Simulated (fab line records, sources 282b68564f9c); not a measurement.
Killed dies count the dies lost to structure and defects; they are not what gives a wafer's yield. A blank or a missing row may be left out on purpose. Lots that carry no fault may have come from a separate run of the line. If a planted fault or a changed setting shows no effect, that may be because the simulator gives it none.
fab line records	flow rit-cmos
record: lots: 6	wafers: 18	last-day: 6
route steps=202 shown M1@184
lots with no fault: from the same line, run without faults
start-h: start of the lot's first displayed wafer, in hours after the record's first day	wait-h: hours from the lot's prior step to this one	" same as the row above	L1.1+2: several wafers, shown together as one row	- no value, or no start was given	* or withheld: withheld	< > ~ a bound
route shown NAME@n: names a module that has steps shown in the file, with the first one's number in the route	usual: mean/standard deviation of fault-free wafers	same: alike in all rows	chamber/n: place in a boat	sites: the reading at each site	_std_site: standard deviation across them	_edge_site: the outer-site mean with the inner-site mean subtracted	radius-mm: for every site, how far away it sits from the centre of the wafer	mask NAME#n: copy n	behind: the last tool/chamber to shape the wafer	hold: what put the lot on hold/how long, in hours/how the hold closed	device: names the non-switching transistor (n, p or np)	end of line: at the end of the route, the tests of the same wafers	a step without rows: its recipe alone	killed: count of dies lost to structure and defects at first sort (not the wafer's yield)	map: a wafer's dies, marking killed ones x, the rest . and places with no die _
set.NAME: the setting the step ran with; set.NAME@STEP: the setting that earlier step ran with	model.NAME: the simulator's own value behind a step, which no gauge read
lots at selected steps of the route; one table per step, one row per wafer
services: from which hour (start-h, from the record's first day; less than 0 if before it) a tool's chamber was out of use, for how many hours, and why
== steps ==
step: RIT_M1_SPUTTER_00
recipe: material: Al	target-thk-nm: 400	power-w: 2000	chamber-pressure-pa: 0.4	gas: Ar	time-s: 500	substrate-temp-c: 25
usual: throttle-valve-pct: 30.2/1.1
lot.wafer	tool	chamber	start-h	wait-h	throttle-valve-pct
L615.1	pvd-sputter-04	-	53.85	0.0	32.1
L615.5	"	-	"	"	32.3
L615.6	"	-	"	"	30.1
L619.2	pvd-sputter-03	-	75.90	0.0	28.1
L619.3	"	-	"	"	30.6
L619.6	"	-	"	"	28.2
L625.4	pvd-sputter-04	-	104.31	0.0	29.1
L625.5	"	-	"	"	32.2
L625.6	"	-	"	"	30.2
L628.1	pvd-sputter-01	-	121.99	0.0	30.8
L628.2	"	-	"	"	30.1
L628.6	"	-	"	"	31.3
L630.3	pvd-sputter-01	-	136.87	0.0	30.3
L630.4	"	-	"	"	31.3
L630.6	"	-	"	"	31.2
L631.3	pvd-sputter-04	-	137.39	0.0	30.1
L631.4	"	-	"	"	29.0
L631.6	"	-	"	"	29.9
step: RIT_M1_RS_MEAS_01
recipe: thk-meas-gauge: four-point-probe	reads: Al_of_M1_SPUTTER_00
usual: M1_AL_RS: 0.0731/0.00068
lot.wafer	tool	chamber	start-h	wait-h	M1_AL_RS[ohm/sq]
L615.1	film-metro-02	-	54.14	0.1	0.0742
L615.5	"	-	"	"	0.0741
L615.6	"	-	"	"	0.0737
L619.2	film-metro-01	-	76.21	0.2	0.0750
L619.3	"	-	"	"	0.0735
L619.6	"	-	"	"	0.0741
L625.4	film-metro-02	-	104.66	0.2	0.0722
L625.5	"	-	"	"	0.0720
L625.6	"	-	"	"	0.0716
L628.1	film-metro-04	-	122.29	0.1	0.0739
L628.2	"	-	"	"	0.0737
L628.6	"	-	"	"	0.0738
L630.3	film-metro-01	-	137.21	0.2	0.0728
L630.4	"	-	"	"	0.0728
L630.6	"	-	"	"	0.0731
L631.3	film-metro-02	-	137.73	0.2	0.0720
L631.4	"	-	"	"	0.0731
L631.6	"	-	"	"	0.0725
step: RIT_M1_THK_MEAS_02
recipe: thk-meas-gauge: xrf	reads: Al_of_M1_SPUTTER_00
usual: M1_AL_THK: 410/4.5
lot.wafer	tool	chamber	start-h	wait-h	M1_AL_THK[nm]
L615.1	film-metro-02	-	54.26	0.1	404
L615.5	"	-	"	"	405
L615.6	"	-	"	"	407
L619.2	film-metro-01	-	76.32	0.1	398
L619.3	"	-	"	"	406
L619.6	"	-	"	"	403
L625.4	film-metro-02	-	104.75	0.1	420
L625.5	"	-	"	"	419
L625.6	"	-	"	"	423
L628.1	film-metro-04	-	122.41	0.1	405
L628.2	"	-	"	"	405
L628.6	"	-	"	"	405
L630.3	film-metro-01	-	137.31	0.1	413
L630.4	"	-	"	"	413
L630.6	"	-	"	"	411
L631.3	film-metro-02	-	137.83	0.1	416
L631.4	"	-	"	"	408
L631.6	"	-	"	"	411
step: RIT_M1_HMDS_03
recipe: prime-time-s: 60	prime-temp-c: 140
step: RIT_M1_COAT_04
recipe: resist: NOVOLAK	spin-rpm: 2000	resist-thk-nm: 1300
step: RIT_M1_SOFTBAKE_05
recipe: resist: NOVOLAK	temp-c: 90	time-s: 60
step: RIT_M1_EXPOSE_06
recipe: mask-id: M12	na: 0.6	source-shape: conventional	sigma-outer: 0.5	target-cd-nm: 2600	dose-mj: 250
step: RIT_M1_PEB_07
recipe: resist: NOVOLAK	temp-c: withheld	time-s: withheld
step: RIT_M1_DEVELOP_08
recipe: resist: NOVOLAK	develop-time-s: 68	dev-temp-c: 23
step: RIT_M1_CD_MEAS_09
recipe: target-cd-nm: 2600
usual: cd-nm: 2600.1/2.5
lot.wafer	tool	chamber	start-h	wait-h	cd-nm
L615.1	cd-sem-01	-	55.33	-	2600.7
L615.5	"	-	"	"	2601.8
L615.6	"	-	"	"	2601.7
L619.2	cd-sem-01	-	77.58	-	2602.3
L619.3	"	-	"	"	2600.9
L619.6	"	-	"	"	2603.2
L625.4	cd-sem-01	-	105.97	-	2595.7
L625.5	"	-	"	"	2593.6
L625.6	"	-	"	"	2593.1
L628.1	cd-sem-01	-	123.35	-	2601.8
L628.2	"	-	"	"	2602.2
L628.6	"	-	"	"	2602.9
L630.3	cd-sem-01	-	138.27	-	2599.0
L630.4	"	-	"	"	2602.1
L630.6	"	-	"	"	2598.5
L631.3	cd-sem-02	-	138.91	-	2595.7
L631.4	"	-	"	"	2596.1
L631.6	"	-	"	"	2597.5
step: RIT_M1_OVL_MEAS_10
usual: M1_OVL: -0.7/1.4
lot.wafer	tool	chamber	start-h	wait-h	M1_OVL[nm]
L615.1	overlay-01	-	55.45	0.1	0.3
L615.5	"	-	"	"	1.2
L615.6	"	-	"	"	0.2
L619.2	overlay-02	-	77.69	0.1	-0.3
L619.3	"	-	"	"	0.2
L619.6	"	-	"	"	-0.3
L625.4	overlay-01	-	106.04	0.1	-3.6
L625.5	"	-	"	"	-2.4
L625.6	"	-	"	"	-2.5
L628.1	overlay-02	-	123.47	0.1	-0.1
L628.2	"	-	"	"	-1.4
L628.6	"	-	"	"	-0.8
L630.3	overlay-02	-	138.36	0.1	2.9
L630.4	"	-	"	"	0.2
L630.6	"	-	"	"	0.9
L631.3	overlay-01	-	139.01	0.1	-1.6
L631.4	"	-	"	"	-0.9
L631.6	"	-	"	"	0.5
step: RIT_M1_HARDBAKE_11
recipe: resist: NOVOLAK	temp-c: 140	time-s: 120
step: RIT_M1_METAL_ETCH_12
recipe: stop-on: SiO2	chemistry: Cl2/BCl3	target: Al	time-s: 165	over-etch-frac: 0.5	pressure-mtorr: 100	target-depth-a: 6000	rf-w: 250	Cl2_flow_sccm: 60	bcl3-flow-sccm: 50
usual: bcl3-flow-sccm: 50.02/0.13	chamber-pressure-mTorr: 100.01/0.085	drypump-motor-current-A: 5.5/0.5	oes-product-au: 0.783/0.012	throttle-valve-pct: 8.26/0.089
same: over-etch-frac: 0.5
lot.wafer	tool	chamber	start-h	wait-h	bcl3-flow-sccm	chamber-pressure-mTorr	drypump-motor-current-A	oes-product-au	rf-hours-counter-h	throttle-valve-pct
L615.1	rie-metal-02	0	55.73	0.2	49.88	99.92	5.2	0.787	1	8.29
L615.5	"	1	"	"	49.99	99.97	4.7	0.789	-	8.11
L615.6	"	0	"	"	50.01	99.85	5.2	0.796	-	8.28
L619.2	rie-metal-03	1	77.99	0.2	50.17	99.91	5.5	0.757	33	8.20
L619.3	"	1	"	"	49.97	99.91	5.5	0.775	-	8.21
L619.6	"	1	"	"	50.03	99.88	5.5	0.772	-	8.21
L625.4	rie-metal-03	0	106.58	0.1	50.08	99.89	5.6	0.774	-	8.27
L625.5	"	1	"	"	49.86	120.17	5.5	0.778	-	8.22
L625.6	"	0	"	"	49.96	100.03	5.6	0.776	-	8.27
L628.1	rie-metal-03	0	123.75	0.2	50.12	99.94	5.6	0.758	37	8.27
L628.2	"	1	"	"	50.10	120.10	5.5	0.766	33	8.20
L628.6	"	1	"	"	49.97	119.92	5.5	0.771	-	8.20
L630.3	rie-metal-02	1	138.69	0.2	49.86	100.09	4.7	0.798	-	8.12
L630.4	"	0	"	"	49.97	100.01	5.1	0.793	-	8.30
L630.6	"	0	"	"	49.96	100.06	5.2	0.793	-	8.28
L631.3	rie-metal-01	1	139.33	0.2	49.97	99.99	6.4	0.771	-	8.28
L631.4	"	0	"	"	49.84	99.97	5.6	0.783	-	8.41
L631.6	"	0	"	"	50.12	100.13	5.6	0.799	-	8.40
step: RIT_M1_STRIP_13
recipe: chemistry: nmp	resist: NOVOLAK	temp-c: 80	time-s: 600	dry: n2-spin
step: RIT_M1_PROBE_99
usual: defect-limited-yield: 97.5/1	killed-at-contacts: 0.0/0.25	killed-at-front-end: 6.6/2.7	killed-dies: 6.7/2.7	killed-open: 3.3/1.9	killed-short: 3.4/1.9	sort_bin_3_pad_short: 0.1/0.24	sort_bin_5_function: 1.5/0.78	sort_bin_6_memory: 0.9/0.69	sort-n-pass: 257.3/2.7	sort-yield-pct: 97.5/1
same: gross-dies: 264	killed_at_M0_to_M3: 0	killed_at_M4_up: 0	killed-at-back-side: 0	killed-at-other: 0
lot.wafer	tool	chamber	start-h	wait-h	defect-limited-yield[%]	killed-at-contacts	killed-at-front-end	killed-dies	killed-open	killed-short	sort_bin_3_pad_short[%]	sort_bin_5_function[%]	sort_bin_6_memory[%]	sort-n-pass	sort-yield-pct[%]
L619.2	prober-01	-	80.47	0.1	96.6	0	9	9	3	6	0	1.9	1.5	255.0	96.6
L619.3	prober-01	-	80.52	0.2	96.6	0	9	9	8	1	0	2.7	0.8	255.0	96.6
L619.6	prober-01	-	80.67	0.2	97.3	0	7	7	3	4	0.4	1.5	0.8	257.0	97.3
L625.4	prober-01	-	110.99	0.2	97.3	0	7	7	3	4	0	0.8	1.9	257.0	97.3
L625.5	prober-01	-	111.04	0.2	95.8	0	11	11	6	5	0	1.9	2.3	253.0	95.8
L625.6	prober-01	-	111.09	0.2	97.0	0	8	8	3	5	0	3.0	0	256.0	97.0
L630.3	prober-02	-	144.20	0.2	95.8	0	11	11	5	6	0	3.0	1.1	253.0	95.8
L630.4	prober-02	-	144.25	0.2	95.5	0	12	12	8	4	1.1	1.5	1.9	252.0	95.5
L630.6	prober-02	-	144.35	0.2	97.0	0	8	8	4	4	0.4	1.9	0.8	256.0	97.0
killed by level:class
L619.2 FOX1:geometric-particle:short=2 GATE:geometric-particle:short=2 FOX1:geometric-particle:open=1 FOX2:geometric-particle:short=1 FOX2:geometric-particle:open=1 GATE:geometric-particle:open=1 SILICIDE:geometric-particle:short=1
L619.3 FOX1:geometric-particle:open=4 GATE:geometric-particle:open=2 ACTIVE:geometric-particle:open=1 FOX1:geometric-particle:short=1 REOX:geometric-particle:open=1
L619.6 GATE:geometric-particle:short=2 FOX1:geometric-particle:open=1 FOX1:geometric-particle:short=1 SPACER:geometric-particle:short=1 SPACER:geometric-particle:open=1 SILICIDE:geometric-particle:open=1
L625.4 GATE:geometric-particle:open=2 GATE:geometric-particle:short=2 FOX1:geometric-particle:short=1 FOX2:geometric-particle:short=1 SILICIDE:geometric-particle:open=1
L625.5 GATE:geometric-particle:short=4 GATE:geometric-particle:open=2 FOX2:geometric-particle:open=1 REOX:geometric-particle:open=1 SPACER:geometric-particle:open=1 SILICIDE:geometric-particle:open=1 SILICIDE:geometric-particle:short=1
L625.6 GATE:geometric-particle:short=2 SPACER:geometric-particle:open=2 FOX1:geometric-particle:short=1 FOX2:geometric-particle:short=1 REOX:geometric-particle:open=1 SPACER:geometric-particle:short=1
L630.3 GATE:geometric-particle:open=4 FOX1:geometric-particle:short=1 FOX2:geometric-particle:short=1 GATE:geometric-particle:short=1 REOX:geometric-particle:open=1 REOX:geometric-particle:short=1 SPACER:geometric-particle:short=1 SILICIDE:geometric-particle:short=1
L630.4 SPACER:geometric-particle:open=4 FOX1:geometric-particle:open=2 GATE:geometric-particle:short=2 FOX1:geometric-particle:short=1 GATE:geometric-particle:open=1 REOX:geometric-particle:open=1 SPACER:geometric-particle:short=1
L630.6 GATE:geometric-particle:short=3 GATE:geometric-particle:open=2 FOX1:geometric-particle:open=1 REOX:geometric-particle:short=1 REOX:geometric-particle:open=1
== services ==
tool	chamber	start-h	hours	kind
pvd-sputter-03	-	31.13	3.1	repair
pvd-sputter-01	-	101.58	5.3	repair
rie-metal-03	-	136.12	20.0	pm
rie-metal-03	0	136.12	20.0	vent-cycle
rie-metal-03	1	136.12	20.0	vent-cycle
== key ==
first-sign: step: RIT_M1_METAL_ETCH_12	reading: chamber-pressure-mTorr	direction: up	sigmas: 99+	usual: 100.01	struck: 120.06
effect none on later readings
met-at RIT_M1_METAL_ETCH_12
struck-wafers L625.5,L628.2,L628.6
onset-between 77.99 106.58
fault: kind: process-parameter-drift	tool: rie-metal-03	chamber: 1	onset-h: 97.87	steps: RIT_M1_METAL_ETCH_12	channel: pressure-mtorr	offset: 20	shape: step	end-h: 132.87	stated: 100
